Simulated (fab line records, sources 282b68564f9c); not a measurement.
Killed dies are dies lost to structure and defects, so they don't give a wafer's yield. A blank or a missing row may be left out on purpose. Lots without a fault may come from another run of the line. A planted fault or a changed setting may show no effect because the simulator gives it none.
fab line records | flow rit_cmos
record lots=5 wafers=15 last_day=5
route steps=202 shown PWELL@41 WELLDRIVE@50 NWELL@51 NRETRO@53
lots that met no fault: from a run of the same line without faults
start_h: hours from the record's first day to the start of the lot's first wafer shown | wait_h: hours since the lot's step before | " the same as in the row above | L1.1+2: a row that stands for several wafers | - no value, or no start given | * or withheld: withheld | < > ~ a bound
route shown NAME@n: a module of which the file shows steps, and the number in the route of the first | usual: mean/standard deviation of fault-free wafers | same: alike in all rows | chamber/n: place in a boat | sites: the reading at each site | _std_site: their standard deviation | _edge_site: outer sites' mean less inner sites' | radius_mm: how far each site lies from the wafer's centre | mask NAME#n: copy n | behind: the tool/chamber that last shaped the wafer | hold: why the lot was held/for how many hours/how that ended | device: the transistor (n, p or np) that didn't switch | end of line: the same wafers' tests at the end of the route | a step without rows: its recipe alone | killed: dies lost to structure and defects at the first sort, not the wafer's yield | map: a wafer's dies, x killed, . not, _ none there
set.NAME: the setting as run; set.NAME@STEP: as run at that earlier step | model.NAME: the simulator's own value behind a step, which no gauge read
lots at some steps of the route; a table a step, a row a wafer
services: from which hour (start_h, from the record's first day; less than 0 if before it) a tool's chamber was out of use, for how many hours, and why
## steps
# step RIT_PWELL_SOFTBAKE_02
# recipe resist=NOVOLAK temp_c=90 time_s=60
# columns lot.wafer tool chamber start_h wait_h
L076.1+2+4 litho_track-01 0 31.28 0.1
L080.1+3+5 litho_track-01 0 51.60 0.1
L081.3+5+6 litho_track-02 0 56.68 0.1
L085.1+3+5 litho_track-01 0 77.42 0.1
L088.1+2+6 litho_track-03 0 92.89 0.1
# step RIT_PWELL_EXPOSE_03
# recipe mask_id=M3 na=0.57 target_cd_nm=43700 dose_mj=250
# columns lot.wafer tool chamber start_h wait_h mask
L076.1+2+4 iline_stepper-01 0 31.43 0.1 M3#0
L080.1+3+5 iline_stepper-02 0 51.87 0.2 M3#0
L081.3+5+6 iline_stepper-01 0 56.94 0.2 M3#0
L085.1+3+5 iline_stepper-01 0 77.69 0.2 M3#0
L088.1+2+6 iline_stepper-02 0 93.17 0.2 M3#0
# step RIT_PWELL_PEB_04
# recipe resist=NOVOLAK temp_c=withheld time_s=withheld
# columns lot.wafer tool chamber start_h wait_h
L076.1+2+4 litho_track-02 0 31.55 0.1
L080.1+3+5 litho_track-02 0 51.99 0.1
L081.3+5+6 litho_track-01 0 57.18 0.2
L085.1+3+5 litho_track-01 0 77.81 0.1
L088.1+2+6 litho_track-02 0 93.29 0.1
# step RIT_PWELL_DEVELOP_05
# recipe resist=NOVOLAK develop_time_s=68 dev_temp_c=23
# columns lot.wafer tool chamber start_h wait_h
L076.1+2+4 litho_track-02 0 - -
L080.1+3+5 litho_track-02 0 - -
L081.3+5+6 litho_track-01 0 - -
L085.1+3+5 litho_track-01 0 - -
L088.1+2+6 litho_track-02 0 - -
# step RIT_PWELL_OVL_MEAS_06
# usual PWELL_OVL=-0.3/1.3
# columns lot.wafer tool chamber start_h wait_h PWELL_OVL[nm]
L076.1 overlay-02 - 31.86 - -0.7
L076.2 " - " " -0.3
L076.4 " - " " 1.4
L080.1 overlay-01 - 52.30 - -1.3
L080.3 " - " " -0.3
L080.5 " - " " -1.8
L081.3 overlay-01 - 57.46 - -1.8
L081.5 " - " " -0.6
L081.6 " - " " 0.9
L085.1 overlay-02 - 78.12 - 0.0
L085.3 " - " " 0.0
L085.5 " - " " 0.5
L088.1 overlay-01 - 93.60 - 0.6
L088.2 " - " " 0.7
L088.6 " - " " 1.7
# step RIT_PWELL_HARDBAKE_07
# recipe resist=NOVOLAK temp_c=140 time_s=120
# columns lot.wafer tool chamber start_h wait_h
L076.1+2+4 litho_track-02 0 31.90 0.0
L080.1+3+5 litho_track-03 0 52.34 0.0
L081.3+5+6 litho_track-01 0 57.57 0.1
L085.1+3+5 litho_track-02 0 78.16 0.0
L088.1+2+6 litho_track-03 0 93.63 0.0
# step RIT_PWELL_IMPLANT_08
# recipe species=B energy_kev=166.7 dose_cm2=7e+13 tilt_deg=7
# usual beam_energy_keV=166.70/0.053
# columns lot.wafer tool chamber start_h wait_h beam_energy_keV
L076.1 implanter-03 0 32.15 0.2 166.67
L076.2 " 0 " " 166.68
L076.4 " 0 " " 166.70
L080.1 implanter-03 0 52.59 0.2 166.67
L080.3 " 0 " " 166.74
L080.5 " 0 " " 166.62
L081.3 implanter-02 0 57.78 0.2 166.67
L081.5 " 0 " " 166.72
L081.6 " 0 " " 166.62
L085.1 implanter-03 0 78.41 0.2 166.79
L085.3 " 0 " " 166.76
L085.5 " 0 " " 166.77
L088.1 implanter-04 0 93.88 0.2 166.71
L088.2 " 0 " " 166.72
L088.6 " 0 " " 166.64
# step RIT_PWELL_STRIP_09
# recipe chemistry=O2 time_s=180 resist=NOVOLAK platen_temp_c=withheld power_w=500 pressure_mtorr=4000 o2_flow_sccm=4000
# usual chamber_pressure_mTorr=4000/3.4 drypump_motor_current_A=5.5/0.53 o2_flow_sccm=3999/12
# columns lot.wafer tool chamber start_h wait_h chamber_pressure_mTorr drypump_motor_current_A o2_flow_sccm rf_hours_counter_h
L076.1 plasma_asher-02 0 32.30 0.1 3996 5.2 4002 39
L076.2 " 1 " " 3997 6.2 3998 39
L076.4 " 0 " " 4000 5.2 4007 -
L080.1 plasma_asher-03 1 52.74 0.1 4000 6.1 3991 39
L080.3 " 0 " " 3998 5.0 4004 -
L080.5 " 1 " " 4006 6.1 4013 -
L081.3 plasma_asher-01 0 57.94 0.1 3995 4.8 4011 -
L081.5 " 0 " " 3999 4.9 3987 -
L081.6 " 1 " " 3993 5.8 4011 -
L085.1 plasma_asher-02 1 78.56 0.1 3995 6.2 4015 45
L085.3 " 0 " " 4000 5.2 3992 -
L085.5 " 1 " " 3997 6.2 4006 -
L088.1 plasma_asher-03 1 94.03 0.1 3995 6.1 4000 41
L088.2 " 0 " " 3997 5.0 4006 41
L088.6 " 0 " " 4001 5.0 3984 -
# step RIT_PWELL_TW_MEAS_10
# usual PWELL_TW=948/7.8
# columns lot.wafer tool chamber start_h wait_h PWELL_TW
L076.1 film_metro-01 - 32.47 0.1 953
L076.2 " - " " 960
L076.4 " - " " 954
L080.1 film_metro-04 - 52.92 0.1 935
L080.3 " - " " 936
L080.5 " - " " 933
L081.3 film_metro-01 - 58.08 0.1 956
L081.5 " - " " 956
L081.6 " - " " 954
L085.1 film_metro-01 - 78.73 0.1 960
L085.3 " - " " 960
L085.5 " - " " 965
L088.1 film_metro-01 - 94.21 0.1 955
L088.2 " - " " 958
L088.6 " - " " 952
# step RIT_WELLDRIVE_ANNEAL_00
# recipe temp_c=1100 time_s=14700 ambient=N2
# usual spike_tc_load_C=1127.2/2.4
# columns lot.wafer tool chamber start_h wait_h spike_tc_load_C
L076.1 furnace-02 0 32.53 0.1 1130.5
L076.2 " 0 " " 1129.6
L076.4 " 0 " " 1130.9
L080.1 furnace-01 0 53.67 0.7 1124.9
L080.3 " 0 " " 1124.6
L080.5 " 0 " " 1125.1
L081.3 furnace-04 0 58.46 0.4 1127.8
L081.5 " 0 " " 1127.9
L081.6 " 0 " " 1123.3
L085.1 furnace-01 0 79.48 0.7 1125.6
L085.3 " 0 " " 1126.0
L085.5 " 0 " " 1124.6
L088.1 furnace-02 0 94.66 0.4 1129.9
L088.2 " 0 " " 1131.7
L088.6 " 0 " " 1130.2
# step RIT_WELLDRIVE_RS_MEAS_01
# recipe thk_meas_gauge=four-point-probe
# usual NWELL_RS=275.6/0.79
# columns lot.wafer tool chamber start_h wait_h NWELL_RS[ohm/sq]
L076.1 film_metro-04 - 37.61 0.0 276.0
L076.2 " - " " 275.5
L076.4 " - " " 276.3
L080.1 film_metro-04 - 58.75 0.0 274.7
L080.3 " - " " 274.7
L080.5 " - " " 275.2
L081.3 film_metro-04 - 63.58 0.0 274.8
L081.5 " - " " 275.5
L081.6 " - " " 275.2
L085.1 film_metro-01 - 84.56 0.0 275.1
L085.3 " - " " 275.1
L085.5 " - " " 275.7
L088.1 film_metro-01 - 99.74 0.0 275.7
L088.2 " - " " 277.3
L088.6 " - " " 276.4
# step RIT_WELLDRIVE_RS_MEAS_02
# recipe thk_meas_gauge=four-point-probe
# usual PWELL_RS=430.8/1.1
# columns lot.wafer tool chamber start_h wait_h PWELL_RS[ohm/sq]
L076.1 film_metro-04 - 37.73 0.1 432.5
L076.2 " - " " 431.0
L076.4 " - " " 431.8
L080.1 film_metro-04 - 58.87 0.1 431.3
L080.3 " - " " 431.2
L080.5 " - " " 433.3
L081.3 film_metro-04 - 63.70 0.1 430.3
L081.5 " - " " 429.9
L081.6 " - " " 430.0
L085.1 film_metro-01 - 84.68 0.1 432.0
L085.3 " - " " 430.1
L085.5 " - " " 429.4
L088.1 film_metro-01 - 99.86 0.1 431.9
L088.2 " - " " 432.4
L088.6 " - " " 431.3
# step RIT_NRETRO_HMDS_00
# recipe prime_time_s=60 prime_temp_c=140
# columns lot.wafer tool chamber start_h wait_h
L076.1+2+4 litho_track-04 0 37.93 0.2
L080.1+3+5 litho_track-02 0 58.99 0.1
L081.3+5+6 litho_track-02 0 63.83 0.1
L085.1+3+5 litho_track-04 0 84.80 0.1
L088.1+2+6 litho_track-04 0 99.98 0.1
# step RIT_NRETRO_COAT_01
# recipe resist=NOVOLAK spin_rpm=2000 resist_thk_nm=1288
# usual spin_speed_rpm=1999.8/1.5
# columns lot.wafer tool chamber start_h wait_h spin_speed_rpm
L076.1 litho_track-04 0 38.08 0.1 2002.1
L076.2 " 0 " " 2000.2
L076.4 " 0 " " 1999.7
L080.1 litho_track-02 0 59.14 0.1 2000.8
L080.3 " 0 " " 1999.0
L080.5 " 0 " " 1999.9
L081.3 litho_track-02 0 63.98 0.1 1999.3
L081.5 " 0 " " 1999.2
L081.6 " 0 " " 2001.2
L085.1 litho_track-04 0 84.95 0.1 2001.1
L085.3 " 0 " " 1998.0
L085.5 " 0 " " 1997.1
L088.1 litho_track-04 0 100.13 0.1 1999.6
L088.2 " 0 " " 2000.7
L088.6 " 0 " " 2000.6
# step RIT_NRETRO_SOFTBAKE_02
# recipe resist=NOVOLAK temp_c=90 time_s=60
# columns lot.wafer tool chamber start_h wait_h
L076.1+2+4 litho_track-04 0 38.23 0.1
L080.1+3+5 litho_track-02 0 59.29 0.1
L081.3+5+6 litho_track-02 0 64.13 0.1
L085.1+3+5 litho_track-04 0 85.10 0.1
L088.1+2+6 litho_track-04 0 100.28 0.1
# step RIT_NRETRO_EXPOSE_03
# recipe mask_id=M4 na=0.57 target_cd_nm=43900 dose_mj=250
# columns lot.wafer tool chamber start_h wait_h mask
L076.1+2+4 iline_stepper-01 0 38.38 0.1 M4#0
L080.1+3+5 iline_stepper-01 0 59.44 0.1 M4#0
L081.3+5+6 iline_stepper-01 0 64.27 0.1 M4#0
L085.1+3+5 iline_stepper-02 0 85.37 0.2 M4#0
L088.1+2+6 iline_stepper-01 0 100.43 0.1 M4#0
# step RIT_NRETRO_PEB_04
# recipe resist=NOVOLAK temp_c=withheld time_s=withheld
# columns lot.wafer tool chamber start_h wait_h
L076.1+2+4 litho_track-01 0 38.50 0.1
L080.1+3+5 litho_track-02 0 59.56 0.1
L081.3+5+6 litho_track-01 0 64.40 0.1
L085.1+3+5 litho_track-04 0 85.49 0.1
L088.1+2+6 litho_track-01 0 100.55 0.1
## services
# columns tool chamber start_h hours kind
furnace-01 - 8.32 4.2 pm
implanter-02 - 17.22 24.4 pm
plasma_asher-03 - 32.97 16.7 repair
iline_stepper-02 - 38.81 1.7 pm
plasma_asher-03 - 62.75 3.1 repair
plasma_asher-03 - 66.82 15.6 pm
furnace-04 - 68.48 2.6 pm
iline_stepper-01 - 70.38 1.7 pm
implanter-04 - 84.54 5.5 pm
implanter-03 - 98.97 2.2 repair
## key
fault none
